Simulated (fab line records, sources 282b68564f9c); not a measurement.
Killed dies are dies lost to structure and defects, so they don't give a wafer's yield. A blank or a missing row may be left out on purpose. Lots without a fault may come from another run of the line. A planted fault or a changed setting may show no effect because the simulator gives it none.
Problem report in the 8D (eight disciplines) form, filled by code | flow rit_cmos | the parts of the form that need people (team, actions taken, sign-off) are left out

1. THE PROBLEM
PRETRO_TW at RIT_PRETRO_TW_MEAS_10 reads a mean of 496 on 6 wafers of 2 lots; wafers without a fault read 477 with a standard deviation of 3.1. That is +6.2 standard deviations from the usual mean.
First seen on wafer L895.3, day 5 07:34, on film_metro-01. The record holds 42 wafers of 14 lots with a number at this step. Rule for "out", or "out of limits": more than 4 standard deviations from the usual mean. The other wafers with a number count as sound.

2. WHAT IT IS AND WHAT IT IS NOT
question                    | is                     | is not
which readings at this step | PRETRO_TW              | -
which lots                  | L895, L896             | L881, L883, L885, L886, L887, L888, L889, L891, L894, L898, L901, L904
which wafers of those lots  | all that have a number | -
read on which gauges        | film_metro-01          | film_metro-02, film_metro-03
when                        | from day 5 07:34       | up to then (27 sound wafers); but 9 sound wafers of L898, L901, L904 came after

3. SUSPECTS, AND WHAT RULES EACH OUT
Counting: a tool at a process step up to the reading stays a suspect if it ran every lot that is out and no sound lot after the first of them.
- the gauge at RIT_PRETRO_TW_MEAS_10: ruled out. All the wafers that are out were read on film_metro-01, but those of them that RIT_PRETRO_IMPLANT_08 has rows for are out there too, on other tools.
- implanter-04 at RIT_PRETRO_IMPLANT_08: kept. It ran every lot that is out, first L895 (day 5 07:16), and no sound lot after that; its last sound lot up to then is L894 (day 5 02:16). Its own readings are out on those wafers: beam_energy_keV.
Left after counting: implanter-04 at RIT_PRETRO_IMPLANT_08.

4. THE CAUSE (what the simulator had put in)
Process parameter drift: implanter-04, from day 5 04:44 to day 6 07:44, at RIT_PRETRO_IMPLANT_08. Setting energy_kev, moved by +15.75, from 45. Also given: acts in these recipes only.
Counting left only this tool.

5. THE CHAIN OF EFFECTS, in route order
Each row: a reading whose mean over the struck wafers that have a number lies more than 3 standard deviations from the usual. Only readings for which the record gives a usual standard deviation are gone through. hours: the time from each lot's start at the first step in this table that gives one to its start at this step, as a median over the lots. sigmas: the change in usual standard deviations.
hours | step                  | reading         | usual  | on struck wafers | change  | sigmas
0     | RIT_PRETRO_IMPLANT_08 | beam_energy_keV | 44.997 | 60.764           | +15.767 | +99 or more
0     | RIT_PRETRO_TW_MEAS_10 | PRETRO_TW       | 477    | 496              | +19     | +6.2
The process steps in it:
- RIT_PRETRO_IMPLANT_08

6. WHAT WOULD HAVE CAUGHT IT SOONER
In this record the first reading out of limits at a measuring or inspecting step was taken at day 5 07:34, 3 hours after the fault began at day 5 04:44.
The tool's own readings at RIT_PRETRO_IMPLANT_08 were out on every struck wafer that the step has a row for (beam_energy_keV): an alarm limit on them would have fired on the first of those.
Of the lots that are out (2), L896 began RIT_PRETRO_IMPLANT_08 on implanter-04 after day 5 07:34. A hold on the tool at that time would have spared it.
